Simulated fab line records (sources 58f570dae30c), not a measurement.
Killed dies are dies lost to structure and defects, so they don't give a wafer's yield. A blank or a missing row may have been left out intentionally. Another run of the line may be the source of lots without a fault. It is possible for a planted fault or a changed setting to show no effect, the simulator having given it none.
fab line records | flow berkeley-cmos170 | part 1 of 2: steps 1 to 28 of 37
record: lots: 5 | wafers: 15 | last-day: 10
route steps=331 shown NWELL@14 PWELL@34
lots with no fault: from the same line, run without faults
start-h: start of the lot's first displayed wafer, in hours after the record's first day | wait-h: time in hours since the lot's previous step | " same as the row above | L1.1+2: a row that stands for several wafers | - value missing, or start not given | * or withheld: withheld | < > ~ a bound
route shown NAME@n: NAME is a module with steps in the file, n the number in the route of the first one | usual: mean/standard deviation of fault-free wafers | same: alike in all rows | chamber/n: place in a boat | sites: each site's reading | _std_site: standard deviation of those values | _edge_site: inner sites' mean taken away from outer sites' mean | radius-mm: for every site, how far away it sits from the centre of the wafer | mask NAME#n: copy n | behind: tool/chamber where the wafer was last shaped | hold: what put the lot on hold/how long, in hours/how the hold closed | device: transistor that didn't switch, given as n, p or np | end of line: tests of these same wafers at the route's end | a step without rows: its recipe alone | killed: the dies lost at the first sort to structure and to defects; this is not the yield of the wafer | map: the dies of a wafer, with x for killed, . for not killed, _ for no die there
set.NAME: the setting the step ran with; set.NAME@STEP: the setting that earlier step ran with | model.NAME: the simulator's own value behind a step, which no gauge read
lots seen at some steps along the route; tables by step, rows by wafer
services: a tool's chamber out of use, with start hour (start-h, from the record's first day; less than 0 if before it), hours out, and reason
== steps ==
step: UCB170_NWELL_WET_ETCH_00
recipe: chemistry: dHF | dilution: 25:1 | target: SiO2 | temp-c: 25 | time-s: 200
lot.wafer  | tool         | chamber | start-h | wait-h
L078.1+2+5 | wet-bench-01 | 1       | 40.41   | 2.3
L079.1+5+6 | wet-bench-03 | 0       | 47.93   | 0.2
L080.2+5+6 | wet-bench-03 | 3       | 48.00   | 0.1
L089.4+5+6 | wet-bench-02 | 3       | 96.54   | 0.0
L090.1+4+6 | wet-bench-01 | 3       | 97.99   | 0.1
step: UCB170_NWELL_OXIDATION_01
recipe: temp-c: 1000 | ambient: O2 | target-thk-a: 264 | ox-time-s: 1260
usual: ox-temp-c: 999.9/0.5 | spike-tc-source-C: 1028.9/2
lot.wafer | tool       | chamber | start-h | wait-h | ox-temp-c | spike-tc-source-C
L078.1    | furnace-04 | 0       | 43.03   | 2.6    | 999.6     | 1028.2
L078.2    | "          | 0       | "       | "      | 999.9     | 1025.8
L078.5    | "          | 0       | "       | "      | 1000.1    | 1025.7
L079.1    | furnace-04 | 0       | 51.81   | 3.8    | 999.9     | 1027.7
L079.5    | "          | 0       | "       | "      | 999.6     | 1027.6
L079.6    | "          | 0       | "       | "      | 1000.8    | 1026.5
L080.2    | furnace-04 | 0       | 51.81   | 3.7    | 999.4     | 1027.6
L080.5    | "          | 0       | "       | "      | 998.8     | 1027.3
L080.6    | "          | 0       | "       | "      | 999.0     | 1028.1
L089.4    | furnace-04 | 0       | 99.79   | 3.2    | 999.9     | 1026.8
L089.5    | "          | 0       | "       | "      | 1001.0    | 1026.7
L089.6    | "          | 0       | "       | "      | 1000.1    | 1027.3
L090.1    | furnace-04 | 0       | 99.79   | 1.7    | 1000.3    | 1027.2
L090.4    | "          | 0       | "       | "      | 1000.1    | 1028.0
L090.6    | "          | 0       | "       | "      | 1000.5    | 1025.9
step: UCB170_NWELL_THK_MEAS_02
recipe: reads: SiO2_of_NWELL_OXIDATION_01
usual: NWELL_OXIDE_THK: 26.6/0.57
lot.wafer | tool          | chamber | start-h | wait-h | NWELL_OXIDE_THK[nm]
L078.1    | film-metro-01 | -       | 44.38   | 0.0    | 27.0
L078.2    | "             | -       | "       | "      | 27.2
L078.5    | "             | -       | "       | "      | 27.3
L079.1    | film-metro-01 | -       | 53.16   | 0.0    | 26.1
L079.5    | "             | -       | "       | "      | 25.7
L079.6    | "             | -       | "       | "      | 26.2
L080.2    | film-metro-03 | -       | 53.17   | 0.0    | 26.1
L080.5    | "             | -       | "       | "      | 26.6
L080.6    | "             | -       | "       | "      | 26.6
L090.1    | film-metro-04 | -       | 101.14  | 0.0    | 26.9
L090.4    | "             | -       | "       | "      | 26.2
L090.6    | "             | -       | "       | "      | 26.7
L089.4    | film-metro-01 | -       | 101.17  | 0.0    | 26.2
L089.5    | "             | -       | "       | "      | 26.2
L089.6    | "             | -       | "       | "      | 26.2
step: UCB170_NWELL_ANNEAL_03
recipe: temp-c: 1000 | time-s: 900 | ambient: N2
usual: spike-tc-source-C: 1029.0/2
lot.wafer | tool       | chamber | start-h | wait-h | spike-tc-source-C
L078.1    | furnace-01 | 0       | 46.66   | 2.3    | 1034.1
L078.2    | "          | 0       | "       | "      | 1031.5
L078.5    | "          | 0       | "       | "      | 1030.5
L079.1    | furnace-04 | 0       | 55.91   | 2.7    | 1028.3
L079.5    | "          | 0       | "       | "      | 1026.4
L079.6    | "          | 0       | "       | "      | 1025.4
L080.2    | furnace-04 | 0       | 55.91   | 2.7    | 1027.6
L080.5    | "          | 0       | "       | "      | 1025.8
L080.6    | "          | 0       | "       | "      | 1027.2
L089.4    | furnace-02 | 0       | 101.62  | 0.4    | 1028.9
L089.5    | "          | 0       | "       | "      | 1029.2
L089.6    | "          | 0       | "       | "      | 1029.4
L090.1    | furnace-02 | 0       | 101.62  | 0.5    | 1028.8
L090.4    | "          | 0       | "       | "      | 1031.0
L090.6    | "          | 0       | "       | "      | 1029.3
step: UCB170_NWELL_CVD_04
recipe: material: Si3N4 | target-thk-nm: 224 | temp-c: 800 | precursor: SiH2Cl2/NH3 | time-s: 3360 | pressure-mtorr: 200 | sih2cl2-flow-sccm: 25 | nh3-flow-sccm: 75
usual: spike-tc-source-C: 825/3
lot.wafer | tool     | chamber | start-h | wait-h | spike-tc-source-C
L078.1    | lpcvd-01 | 0       | 48.53   | 0.6    | 826
L078.2    | "        | 0       | "       | "      | 826
L078.5    | "        | 0       | "       | "      | 827
L079.1    | lpcvd-01 | 0       | 57.16   | 0.0    | 826
L079.5    | "        | 0       | "       | "      | 826
L079.6    | "        | 0       | "       | "      | 828
L080.2    | lpcvd-01 | 0       | 57.16   | 0.0    | 826
L080.5    | "        | 0       | "       | "      | 828
L080.6    | "        | 0       | "       | "      | 827
L089.4    | lpcvd-02 | 1       | 102.87  | 0.0    | 829
L089.5    | "        | 1       | "       | "      | 827
L089.6    | "        | 1       | "       | "      | 828
L090.1    | lpcvd-02 | 0       | 102.87  | 0.0    | 826
L090.4    | "        | 0       | "       | "      | 826
L090.6    | "        | 0       | "       | "      | 826
step: UCB170_NWELL_THK_MEAS_05
recipe: reads: Si3N4_of_NWELL_CVD_04
usual: NWELL_NITRIDE_THK: 223.3/2.4
lot.wafer | tool          | chamber | start-h | wait-h | NWELL_NITRIDE_THK[nm]
L078.1    | film-metro-03 | -       | 50.46   | 0.0    | 225.0
L078.2    | "             | -       | "       | "      | 225.6
L078.5    | "             | -       | "       | "      | 224.5
L079.1    | film-metro-03 | -       | 59.10   | 0.0    | 225.3
L079.5    | "             | -       | "       | "      | 225.7
L079.6    | "             | -       | "       | "      | 223.1
L080.2    | film-metro-01 | -       | 59.11   | 0.0    | 221.6
L080.5    | "             | -       | "       | "      | 220.9
L080.6    | "             | -       | "       | "      | 222.1
L090.1    | film-metro-03 | -       | 104.81  | 0.0    | 228.5
L090.4    | "             | -       | "       | "      | 227.4
L090.6    | "             | -       | "       | "      | 228.8
L089.4    | film-metro-04 | -       | 104.84  | 0.0    | 225.4
L089.5    | "             | -       | "       | "      | 226.4
L089.6    | "             | -       | "       | "      | 225.0
step: UCB170_NWELL_HMDS_06
recipe: prime-time-s: 60 | prime-temp-c: 101.2
usual: chill-plate-temp-C: 23.00/0.1 | prime-temp-c: 101.20/0.14
lot.wafer | tool           | chamber | start-h | wait-h | chill-plate-temp-C | prime-temp-c
L078.1    | litho-track-02 | 0       | 50.52   | 0.1    | 22.99              | 101.08
L078.2    | "              | 0       | "       | "      | 23.06              | 101.20
L078.5    | "              | 0       | "       | "      | 23.11              | 101.14
L079.1    | litho-track-04 | 0       | 59.16   | 0.1    | 23.04              | 101.04
L079.5    | "              | 0       | "       | "      | 23.12              | 101.10
L079.6    | "              | 0       | "       | "      | 23.16              | 101.26
L080.2    | litho-track-02 | 0       | 59.18   | 0.1    | 22.77              | 101.05
L080.5    | "              | 0       | "       | "      | 22.96              | 100.95
L080.6    | "              | 0       | "       | "      | 22.95              | 100.91
L090.1    | litho-track-04 | 0       | 104.87  | 0.1    | 23.04              | 101.04
L090.4    | "              | 0       | "       | "      | 23.04              | 101.17
L090.6    | "              | 0       | "       | "      | 22.88              | 101.07
L089.4    | litho-track-04 | 0       | 105.39  | 0.5    | 23.05              | 101.19
L089.5    | "              | 0       | "       | "      | 22.99              | 101.24
L089.6    | "              | 0       | "       | "      | 22.98              | 101.25
step: UCB170_NWELL_COAT_07
recipe: resist: KrF | spin-rpm: 1500 | resist-thk-nm: 900
usual: chill-plate-temp-C: 23.01/0.11
lot.wafer | tool           | chamber | start-h | wait-h | chill-plate-temp-C
L078.1    | litho-track-02 | 0       | 50.67   | 0.1    | 22.89
L078.2    | "              | 0       | "       | "      | 23.02
L078.5    | "              | 0       | "       | "      | 23.07
L079.1    | litho-track-04 | 0       | 59.31   | 0.1    | 23.15
L079.5    | "              | 0       | "       | "      | 23.01
L079.6    | "              | 0       | "       | "      | 23.27
L080.2    | litho-track-02 | 0       | 59.33   | 0.1    | 22.90
L080.5    | "              | 0       | "       | "      | 23.03
L080.6    | "              | 0       | "       | "      | 23.05
L090.1    | litho-track-04 | 0       | 105.02  | 0.1    | 23.04
L090.4    | "              | 0       | "       | "      | 23.03
L090.6    | "              | 0       | "       | "      | 23.06
L089.4    | litho-track-04 | 0       | 105.54  | 0.1    | 23.09
L089.5    | "              | 0       | "       | "      | 22.88
L089.6    | "              | 0       | "       | "      | 23.10
step: UCB170_NWELL_SOFTBAKE_08
recipe: resist: KrF | temp-c: 130 | time-s: 60
usual: chill-plate-temp-C: 23.01/0.09
lot.wafer | tool           | chamber | start-h | wait-h | chill-plate-temp-C
L078.1    | litho-track-02 | 0       | 50.82   | 0.1    | 23.04
L078.2    | "              | 0       | "       | "      | 22.95
L078.5    | "              | 0       | "       | "      | 23.00
L079.1    | litho-track-04 | 0       | 59.46   | 0.1    | 22.74
L079.5    | "              | 0       | "       | "      | 23.08
L079.6    | "              | 0       | "       | "      | 23.03
L080.2    | litho-track-02 | 0       | 59.48   | 0.1    | 22.95
L080.5    | "              | 0       | "       | "      | 23.02
L080.6    | "              | 0       | "       | "      | 23.07
L090.1    | litho-track-04 | 0       | 105.17  | 0.1    | 22.96
L090.4    | "              | 0       | "       | "      | 22.97
L090.6    | "              | 0       | "       | "      | 23.03
L089.4    | litho-track-04 | 0       | 105.69  | 0.1    | 23.03
L089.5    | "              | 0       | "       | "      | 22.94
L089.6    | "              | 0       | "       | "      | 22.98
step: UCB170_NWELL_EXPOSE_09
recipe: mask-id: NWELL | target-cd-nm: 3000 | na: 0.5 | sigma-outer: 0.6 | source-shape: conventional | dose-mj: 25
lot.wafer  | tool           | chamber | start-h | wait-h | mask
L078.1+2+5 | krf-scanner-01 | 0       | 50.97   | 0.1    | NWELL#0
L079.1+5+6 | krf-scanner-02 | 0       | 59.66   | 0.2    | NWELL#0
L080.2+5+6 | krf-scanner-01 | 0       | 59.92   | 0.4    | NWELL#0
L090.1+4+6 | krf-scanner-01 | 0       | 105.47  | 0.3    | NWELL#0
L089.4+5+6 | krf-scanner-02 | 0       | 105.95  | 0.2    | NWELL#0
step: UCB170_NWELL_PEB_10
recipe: peb-temp-c: 130 | peb-time-s: withheld | resist: KrF
usual: chill-plate-temp-C: 23.00/0.094
lot.wafer | tool           | chamber | start-h | wait-h | chill-plate-temp-C
L078.1    | litho-track-02 | 0       | 51.09   | 0.1    | 23.06
L078.2    | "              | 0       | "       | "      | 22.88
L078.5    | "              | 0       | "       | "      | 22.93
L079.1    | litho-track-02 | 0       | 59.78   | 0.1    | 22.97
L079.5    | "              | 0       | "       | "      | 22.97
L079.6    | "              | 0       | "       | "      | 23.00
L080.2    | litho-track-01 | 0       | 60.47   | 0.5    | 23.07
L080.5    | "              | 0       | "       | "      | 22.91
L080.6    | "              | 0       | "       | "      | 22.91
L090.1    | litho-track-04 | 0       | 105.77  | 0.3    | 22.92
L090.4    | "              | 0       | "       | "      | 22.94
L090.6    | "              | 0       | "       | "      | 22.95
L089.4    | litho-track-01 | 0       | 106.44  | 0.5    | 23.03
L089.5    | "              | 0       | "       | "      | 23.07
L089.6    | "              | 0       | "       | "      | 22.98
step: UCB170_NWELL_DEVELOP_11
recipe: developer: TMAH | develop-time-s: 45 | resist: KrF | dev-temp-c: 21
usual: chill-plate-temp-C: 22.98/0.11
lot.wafer | tool           | chamber | start-h | wait-h | chill-plate-temp-C
L078.1    | litho-track-02 | 0       | -       | -      | 23.11
L078.2    | "              | 0       | "       | "      | 23.00
L078.5    | "              | 0       | "       | "      | 23.02
L079.1    | litho-track-02 | 0       | -       | -      | 22.99
L079.5    | "              | 0       | "       | "      | 23.14
L079.6    | "              | 0       | "       | "      | 22.75
L080.2    | litho-track-01 | 0       | -       | -      | 23.19
L080.5    | "              | 0       | "       | "      | 23.39
L080.6    | "              | 0       | "       | "      | 23.18
L090.1    | litho-track-04 | 0       | -       | -      | 22.92
L090.4    | "              | 0       | "       | "      | 23.03
L090.6    | "              | 0       | "       | "      | 22.97
L089.4    | litho-track-01 | 0       | -       | -      | 22.94
L089.5    | "              | 0       | "       | "      | 22.95
L089.6    | "              | 0       | "       | "      | 22.92
step: UCB170_NWELL_OVL_MEAS_12
usual: NWELL_OVL: -3/5.2
lot.wafer | tool       | chamber | start-h | wait-h | NWELL_OVL[nm]
L078.1    | overlay-01 | -       | 51.36   | -      | 4
L078.2    | "          | -       | "       | "      | 1
L078.5    | "          | -       | "       | "      | 2
L079.1    | overlay-01 | -       | 60.05   | -      | -8
L079.5    | "          | -       | "       | "      | -6
L079.6    | "          | -       | "       | "      | -2
L080.2    | overlay-02 | -       | 60.72   | -      | 2
L080.5    | "          | -       | "       | "      | 10
L080.6    | "          | -       | "       | "      | -4
L090.1    | overlay-01 | -       | 106.04  | -      | 4
L090.4    | "          | -       | "       | "      | -2
L090.6    | "          | -       | "       | "      | 1
L089.4    | overlay-02 | -       | 106.66  | -      | -4
L089.5    | "          | -       | "       | "      | -7
L089.6    | "          | -       | "       | "      | 6
step: UCB170_NWELL_ETCH_13
recipe: chemistry: CH3F/Ar/O2 | target: Si3N4 | stop-on: SiO2 | CH3F_flow_sccm: 20 | Ar_flow_sccm: 50 | O2_flow_sccm: 7 | pressure-mtorr: 50 | rf-w: 450 | target-depth-a: 2464 | over-etch-frac: 0.1 | time-s: 154
usual: drypump-motor-current-A: 5.8/0.34 | oes-product-au: 0.943/0.016 | throttle-valve-pct: 8.05/0.16
lot.wafer | tool        | chamber | start-h | wait-h | drypump-motor-current-A | oes-product-au | rf-hours-counter-h | throttle-valve-pct
L078.1    | rie-diel-02 | 2       | 51.40   | 0.0    | 6.2                     | 0.966          | 23                 | 7.76
L078.2    | "           | 3       | "       | "      | 5.6                     | 0.956          | 34                 | 7.97
L078.5    | "           | 3       | "       | "      | 5.6                     | 0.947          | -                  | 7.98
L079.1    | rie-diel-02 | 0       | 60.09   | 0.0    | 5.3                     | 0.957          | 12                 | 8.24
L079.5    | "           | 3       | "       | "      | 5.6                     | 0.939          | -                  | 7.97
L079.6    | "           | 2       | "       | "      | 6.1                     | 0.957          | -                  | 7.76
L080.2    | rie-diel-02 | 1       | 60.75   | 0.0    | 6.2                     | 0.930          | 36                 | 7.97
L080.5    | "           | 0       | "       | "      | 5.2                     | 0.934          | -                  | 8.27
L080.6    | "           | 3       | "       | "      | 5.6                     | 0.941          | -                  | 7.98
L090.1    | rie-diel-02 | 0       | 106.08  | 0.0    | 5.3                     | 0.959          | 15                 | 8.26
L090.4    | "           | 3       | "       | "      | 5.6                     | 0.954          | 36                 | 8.00
L090.6    | "           | 0       | "       | "      | 5.3                     | 0.957          | -                  | 8.26
L089.4    | rie-diel-04 | 3       | 106.68  | 0.0    | 5.5                     | 0.980          | 6                  | 8.16
L089.5    | "           | 0       | "       | "      | 5.9                     | 0.938          | -                  | 8.27
L089.6    | "           | 3       | "       | "      | 5.5                     | 0.973          | -                  | 8.14
step: UCB170_NWELL_IMPLANT_14
recipe: species: P | dose-cm2: 1e+13 | energy-kev: 150 | tilt-deg: 7
lot.wafer  | tool         | chamber | start-h | wait-h
L078.1+2+5 | implanter-01 | 0       | 51.50   | 0.1
L079.1+5+6 | implanter-04 | 0       | 60.19   | 0.1
L080.2+5+6 | implanter-01 | 0       | 60.88   | 0.1
L090.1+4+6 | implanter-01 | 0       | 106.18  | 0.1
L089.4+5+6 | implanter-02 | 0       | 106.86  | 0.1
step: UCB170_NWELL_STRIP_15
recipe: chemistry: O2 | power-w: 400 | pressure-mtorr: 3500 | platen-temp-c: withheld | o2-flow-sccm: 400 | overash-fraction: 0.5
usual: drypump-motor-current-A: 5.5/0.58 | o2-flow-sccm: 400.0/1.1 | oes-product-au: 0.722/0.0048 | strip-time-to-endpoint-s: 18.08/0.085
lot.wafer | tool            | chamber | start-h | wait-h | drypump-motor-current-A | o2-flow-sccm | oes-product-au | rf-hours-counter-h | strip-time-to-endpoint-s
L078.1    | plasma-asher-01 | 1       | 51.65   | 0.1    | 5.8                     | 400.3        | 0.713          | 34                 | 17.98
L078.2    | "               | 0       | "       | "      | 5.2                     | 400.2        | 0.728          | 34                 | 18.08
L078.5    | "               | 1       | "       | "      | 5.8                     | 400.2        | 0.720          | -                  | 18.01
L079.1    | plasma-asher-04 | 0       | 60.34   | 0.1    | 5.2                     | 398.5        | 0.728          | 23                 | 18.03
L079.5    | "               | 0       | "       | "      | 5.2                     | 399.2        | 0.721          | -                  | 17.97
L079.6    | "               | 1       | "       | "      | 4.9                     | 400.5        | 0.717          | -                  | 17.83
L080.2    | plasma-asher-04 | 1       | 61.01   | 0.1    | 4.9                     | 398.5        | 0.718          | 23                 | 18.10
L080.5    | "               | 0       | "       | "      | 5.2                     | 398.3        | 0.720          | -                  | 18.24
L080.6    | "               | 1       | "       | "      | 4.9                     | 400.0        | 0.725          | -                  | 18.16
L090.1    | plasma-asher-04 | 0       | 106.33  | 0.1    | 5.2                     | 399.0        | 0.717          | 28                 | 18.23
L090.4    | "               | 0       | "       | "      | 5.2                     | 401.7        | 0.719          | -                  | 18.14
L090.6    | "               | 1       | "       | "      | 4.9                     | 397.5        | 0.726          | -                  | 18.24
L089.4    | plasma-asher-04 | 1       | 106.97  | 0.1    | 5.0                     | 401.4        | 0.728          | -                  | 18.24
L089.5    | "               | 1       | "       | "      | 5.0                     | 399.5        | 0.721          | -                  | 18.09
L089.6    | "               | 0       | "       | "      | 5.2                     | 400.2        | 0.720          | -                  | 18.24
step: UCB170_NWELL_TW_MEAS_16
usual: NWELL_TW: 1253/9.5
lot.wafer | tool          | chamber | start-h | wait-h | NWELL_TW
L078.1    | film-metro-01 | -       | 51.75   | 0.1    | 1263
L078.2    | "             | -       | "       | "      | 1265
L078.5    | "             | -       | "       | "      | 1261
L079.1    | film-metro-01 | -       | 60.44   | 0.1    | 1263
L079.5    | "             | -       | "       | "      | 1261
L079.6    | "             | -       | "       | "      | 1262
L080.2    | film-metro-03 | -       | 61.12   | 0.1    | 1249
L080.5    | "             | -       | "       | "      | 1238
L080.6    | "             | -       | "       | "      | 1238
L090.1    | film-metro-03 | -       | 106.43  | 0.1    | 1257
L090.4    | "             | -       | "       | "      | 1252
L090.6    | "             | -       | "       | "      | 1253
L089.4    | film-metro-04 | -       | 107.06  | 0.1    | 1258
L089.5    | "             | -       | "       | "      | 1248
L089.6    | "             | -       | "       | "      | 1249
step: UCB170_NWELL_CLEAN_17
recipe: chemistry: SPM | temp-c: 120 | time-s: 600
lot.wafer  | tool         | chamber | start-h | wait-h
L078.1+2+5 | wet-bench-01 | 2       | 51.81   | 0.1
L079.1+5+6 | wet-bench-02 | 0       | 60.50   | 0.1
L080.2+5+6 | wet-bench-03 | 1       | 61.17   | 0.0
L090.1+4+6 | wet-bench-01 | 2       | 106.49  | 0.1
L089.4+5+6 | wet-bench-02 | 1       | 110.41  | 3.3
step: UCB170_NWELL_WET_ETCH_18
recipe: chemistry: H3PO4 | target: Si3N4 | temp-c: 160 | time-s: 14400
lot.wafer  | tool         | chamber | start-h | wait-h
L078.1+2+5 | wet-bench-01 | 0       | 51.99   | 0.0
L079.1+5+6 | wet-bench-02 | 3       | 60.67   | 0.0
L080.2+5+6 | wet-bench-03 | 1       | 61.36   | 0.0
L090.1+4+6 | wet-bench-01 | 2       | 106.84  | 0.2
L089.4+5+6 | wet-bench-02 | 3       | 111.04  | 0.5
step: UCB170_NWELL_WET_ETCH_19
recipe: chemistry: BOE | dilution: 5:1 | target: SiO2 | temp-c: 25 | time-s: 22
lot.wafer  | tool         | chamber | start-h | wait-h
L078.1+2+5 | wet-bench-03 | 1       | 56.13   | 0.1
L079.1+5+6 | wet-bench-01 | 2       | 64.68   | 0.0
L080.2+5+6 | wet-bench-02 | 2       | 65.73   | 0.0
L090.1+4+6 | wet-bench-01 | 2       | 111.04  | 0.2
L089.4+5+6 | wet-bench-02 | 3       | 115.50  | 0.5
step: UCB170_PWELL_CLEAN_00
recipe: chemistry: SPM | temp-c: 120 | time-s: 600
lot.wafer  | tool         | chamber | start-h | wait-h
L078.1+2+5 | wet-bench-03 | 0       | 56.14   | 0.0
L079.1+5+6 | wet-bench-02 | 0       | 64.70   | 0.0
L080.2+5+6 | wet-bench-03 | 0       | 65.75   | 0.0
L090.1+4+6 | wet-bench-01 | 1       | 111.40  | 0.3
L089.4+5+6 | wet-bench-01 | 2       | 115.86  | 0.3
step: UCB170_PWELL_CLEAN_01
recipe: chemistry: dHF | dilution: 25:1 | time-s: 60
lot.wafer  | tool         | chamber | start-h | wait-h
L078.1+2+5 | wet-bench-03 | 3       | 56.32   | 0.0
L079.1+5+6 | wet-bench-01 | 1       | 64.89   | 0.0
L080.2+5+6 | wet-bench-03 | 0       | 65.92   | 0.0
L090.1+4+6 | wet-bench-01 | 1       | 111.95  | 0.4
L089.4+5+6 | wet-bench-01 | 0       | 116.06  | 0.0
step: UCB170_PWELL_OXIDATION_02
recipe: temp-c: 1000 | ambient: O2 | target-thk-a: 264 | ox-time-s: 1214
usual: ox-temp-c: 1000.0/0.38 | spike-tc-source-C: 1030.9/1.3
lot.wafer | tool       | chamber | start-h | wait-h | ox-temp-c | spike-tc-source-C
L078.1    | furnace-03 | 0       | 59.77   | 3.4    | 999.6     | 1032.5
L078.2    | "          | 0       | "       | "      | 1000.6    | 1031.2
L078.5    | "          | 0       | "       | "      | 999.8     | 1031.1
L079.1    | furnace-01 | 0       | 67.13   | 2.2    | 999.4     | 1031.0
L079.5    | "          | 0       | "       | "      | 999.6     | 1031.9
L079.6    | "          | 0       | "       | "      | 999.4     | 1032.4
L080.2    | furnace-01 | 0       | 67.13   | 1.2    | 1000.0    | 1030.8
L080.5    | "          | 0       | "       | "      | 1000.2    | 1032.1
L080.6    | "          | 0       | "       | "      | 1000.7    | 1030.8
L090.1    | furnace-01 | 0       | 113.28  | 1.3    | 999.9     | 1031.7
L090.4    | "          | 0       | "       | "      | 999.8     | 1031.9
L090.6    | "          | 0       | "       | "      | 999.9     | 1032.6
L089.4    | furnace-02 | 0       | 119.16  | 3.1    | 999.6     | 1029.9
L089.5    | "          | 0       | "       | "      | 1000.2    | 1030.7
L089.6    | "          | 0       | "       | "      | 1000.4    | 1028.8
step: UCB170_PWELL_THK_MEAS_03
recipe: reads: SiO2_of_PWELL_OXIDATION_02
usual: PWELL_OXIDE_THK: 26.1/0.55
lot.wafer | tool          | chamber | start-h | wait-h | PWELL_OXIDE_THK[nm]
L078.1    | film-metro-02 | -       | 61.12   | 0.0    | 26.4
L078.2    | "             | -       | "       | "      | 26.1
L078.5    | "             | -       | "       | "      | 26.3
L079.1    | film-metro-02 | -       | 68.48   | 0.0    | 25.3
L079.5    | "             | -       | "       | "      | 25.3
L079.6    | "             | -       | "       | "      | 24.9
L080.2    | film-metro-04 | -       | 68.49   | 0.0    | 25.8
L080.5    | "             | -       | "       | "      | 26.1
L080.6    | "             | -       | "       | "      | 25.8
L090.1    | film-metro-01 | -       | 114.63  | 0.0    | 26.1
L090.4    | "             | -       | "       | "      | 26.4
L090.6    | "             | -       | "       | "      | 26.3
L089.4    | film-metro-01 | -       | 120.54  | 0.0    | 25.4
L089.5    | "             | -       | "       | "      | 26.1
L089.6    | "             | -       | "       | "      | 25.8
step: UCB170_PWELL_ANNEAL_04
recipe: temp-c: 1000 | time-s: 900 | ambient: N2
usual: spike-tc-source-C: 1031.3/1.3
lot.wafer | tool       | chamber | start-h | wait-h | spike-tc-source-C
L078.1    | furnace-03 | 0       | 63.72   | 2.6    | 1031.7
L078.2    | "          | 0       | "       | "      | 1031.4
L078.5    | "          | 0       | "       | "      | 1030.2
L079.1    | furnace-03 | 0       | 69.05   | 0.6    | 1031.7
L079.5    | "          | 0       | "       | "      | 1031.7
L079.6    | "          | 0       | "       | "      | 1030.3
L080.2    | furnace-03 | 0       | 69.05   | 0.6    | 1031.4
L080.5    | "          | 0       | "       | "      | 1031.3
L080.6    | "          | 0       | "       | "      | 1031.8
L090.1    | furnace-01 | 0       | 116.13  | 1.5    | 1033.8
L090.4    | "          | 0       | "       | "      | 1032.0
L090.6    | "          | 0       | "       | "      | 1032.6
L089.4    | furnace-02 | 0       | 125.51  | 5.0    | 1028.6
L089.5    | "          | 0       | "       | "      | 1030.9
L089.6    | "          | 0       | "       | "      | 1030.2
step: UCB170_PWELL_CVD_05
recipe: material: Si3N4 | target-thk-nm: 220 | temp-c: 800 | precursor: SiH2Cl2/NH3 | time-s: 3300 | pressure-mtorr: 200 | sih2cl2-flow-sccm: 25 | nh3-flow-sccm: 75
usual: spike-tc-source-C: 825/3.3
lot.wafer | tool     | chamber | start-h | wait-h | spike-tc-source-C
L078.1    | lpcvd-02 | 1       | 64.97   | 0.0    | 827
L078.2    | "        | 1       | "       | "      | 829
L078.5    | "        | 1       | "       | "      | 828
L079.1    | lpcvd-01 | 0       | 70.30   | 0.0    | 825
L079.5    | "        | 0       | "       | "      | 827
L079.6    | "        | 0       | "       | "      | 827
L080.2    | lpcvd-01 | 0       | 70.30   | 0.0    | 826
L080.5    | "        | 0       | "       | "      | 826
L080.6    | "        | 0       | "       | "      | 827
L090.1    | lpcvd-01 | 1       | 117.38  | 0.0    | 820
L090.4    | "        | 1       | "       | "      | 820
L090.6    | "        | 1       | "       | "      | 819
L089.4    | lpcvd-02 | 0       | 126.76  | 0.0    | 826
L089.5    | "        | 0       | "       | "      | 827
L089.6    | "        | 0       | "       | "      | 826
step: UCB170_PWELL_THK_MEAS_06
recipe: reads: Si3N4_of_PWELL_CVD_05
usual: PWELL_NITRIDE_THK: 219.6/2.4
lot.wafer | tool          | chamber | start-h | wait-h | PWELL_NITRIDE_THK[nm]
L078.1    | film-metro-01 | -       | 66.88   | 0.0    | 219.8
L078.2    | "             | -       | "       | "      | 219.6
L078.5    | "             | -       | "       | "      | 221.0
L079.1    | film-metro-02 | -       | 72.22   | 0.0    | 222.2
L079.5    | "             | -       | "       | "      | 222.2
L079.6    | "             | -       | "       | "      | 221.7
L080.2    | film-metro-01 | -       | 72.23   | 0.0    | 219.9
L080.5    | "             | -       | "       | "      | 220.0
L080.6    | "             | -       | "       | "      | 220.0
L090.1    | film-metro-04 | -       | 119.29  | 0.0    | 221.8
L090.4    | "             | -       | "       | "      | 222.0
L090.6    | "             | -       | "       | "      | 221.1
L089.4    | film-metro-01 | -       | 128.70  | 0.0    | 211.3
L089.5    | "             | -       | "       | "      | 211.0
L089.6    | "             | -       | "       | "      | 213.9
step: UCB170_PWELL_HMDS_07
recipe: prime-time-s: 60 | prime-temp-c: 100
usual: chill-plate-temp-C: 23.00/0.11 | prime-temp-c: 100.00/0.12
lot.wafer | tool           | chamber | start-h | wait-h | chill-plate-temp-C | prime-temp-c
L078.1    | litho-track-03 | 0       | 67.01   | 0.1    | 22.79              | 100.16
L078.2    | "              | 0       | "       | "      | 22.93              | 100.05
L078.5    | "              | 0       | "       | "      | 22.97              | 100.07
L080.2    | litho-track-02 | 0       | 72.47   | 0.2    | 22.91              | 100.14
L080.5    | "              | 0       | "       | "      | 22.93              | 100.08
L080.6    | "              | 0       | "       | "      | 22.87              | 100.09
L079.1    | litho-track-03 | 0       | 72.54   | 0.3    | 22.93              | 100.05
L079.5    | "              | 0       | "       | "      | 22.76              | 99.97
L079.6    | "              | 0       | "       | "      | 22.95              | 100.27
L090.1    | litho-track-03 | 0       | 119.60  | 0.3    | 22.87              | 100.00
L090.4    | "              | 0       | "       | "      | 23.08              | 100.07
L090.6    | "              | 0       | "       | "      | 22.99              | 99.99
L089.4    | litho-track-02 | 0       | 128.95  | 0.2    | 23.14              | 99.87
L089.5    | "              | 0       | "       | "      | 23.11              | 100.06
L089.6    | "              | 0       | "       | "      | 23.04              | 99.74
